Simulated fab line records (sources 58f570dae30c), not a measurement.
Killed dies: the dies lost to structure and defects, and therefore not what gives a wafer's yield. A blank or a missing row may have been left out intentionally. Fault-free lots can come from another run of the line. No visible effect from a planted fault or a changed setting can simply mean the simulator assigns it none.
2 desks, one fault | flow berkeley-cmos170 | numbers are kept per desk, each desk with only its own; the story behind them comes last

## FOR THE TOOL OWNER'S DESK: krf-scanner-02
The tool's own readings at UCB170_M3_EXPOSE_12 (exposes mask METAL3, target cd 700 nm): means of the sampled wafers that have a number, for each lot that ran on this tool. Any lot whose mean is over 4 standard deviations away from the usual mean is out of limits and marked OUT; that distance is given in the brackets.
Columns: A = exposure-dose-mJ-cm2 at UCB170_M3_EXPOSE_12, usual 26.085
lot  | first seen here | A
L584 | day 7 03:38     | 26.067
L585 | day 7 17:45     | 26.096
L597 | day 11 13:13    | 25.565 (-21) OUT
This desk's verdict: out of limits on L597, starting with L597 at day 11 13:13 (exposure-dose-mJ-cm2 at UCB170_M3_EXPOSE_12). L584, L585: within limits.

## THE METROLOGY DESK
What the gauges read for every lot (on any tool): the sampled wafers with a number, averaged. Any lot whose mean is over 4 standard deviations away from the usual mean is out of limits and marked OUT; that distance is given in the brackets.
Columns: A = PFIELD_OVL at UCB170_PFIELD_OVL_MEAS_06, usual -3 nm; B = NSD_RS at UCB170_SDANNEAL_RS_MEAS_03, usual 37.24 ohm/sq; C = V1_OVL at UCB170_V1_OVL_MEAS_13, usual -4 nm; D = cd-nm at UCB170_M3_CD_MEAS_15, usual 700.0 nm
lot  | first seen here | A  | B     | C   | D
L584 | day 4 00:35     | -8 | 37.34 | 1   | 699.4
L585 | day 4 07:05     | -4 | 37.14 | -1  | 698.1
L586 | day 5 00:05     | -0 | 37.20 | -4  | 700.7
L587 | day 5 02:44     | -5 | 37.31 | -9  | 699.1
L588 | day 5 03:00     | -5 | 37.34 | -10 | 700.6
L597 | day 7 02:16     | 2  | 37.30 | -4  | 692.5 (-5.7) OUT
L599 | day 7 09:21     | 8  | 37.33 | -7  | 698.5
L602 | day 7 21:05     | -1 | 37.24 | -4  | 699.3
L603 | day 8 12:58     | 2  | 37.25 | -16 | 700.1
L605 | day 8 21:26     | -4 | 37.26 | -8  | 699.4
L606 | day 9 06:14     | -1 | 37.11 | 3   | 701.6
This desk's verdict: out of limits on L597, starting with L597 at day 11 14:07 (cd-nm at UCB170_M3_CD_MEAS_15). L584, L585, L586, L587, L588, L599, L602, L603, L605, L606: within limits.

## BROUGHT TOGETHER
An alarm could have come from the tool owner's desk at day 11 13:13, on L597.
On L597, the metrology desk was in a position to raise an alarm at day 11 14:07.
On krf-scanner-02, each named lot ran UCB170_M3_EXPOSE_12.

## WHAT THE SIMULATOR HAD INSERTED
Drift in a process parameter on krf-scanner-02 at UCB170_M3_EXPOSE_12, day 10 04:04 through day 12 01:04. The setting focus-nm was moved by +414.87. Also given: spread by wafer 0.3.
Lots struck among those shown: L597.
Time in hours from fault onset to the first out-of-limits reading at each desk: tool owner's desk 33, metrology desk 34.
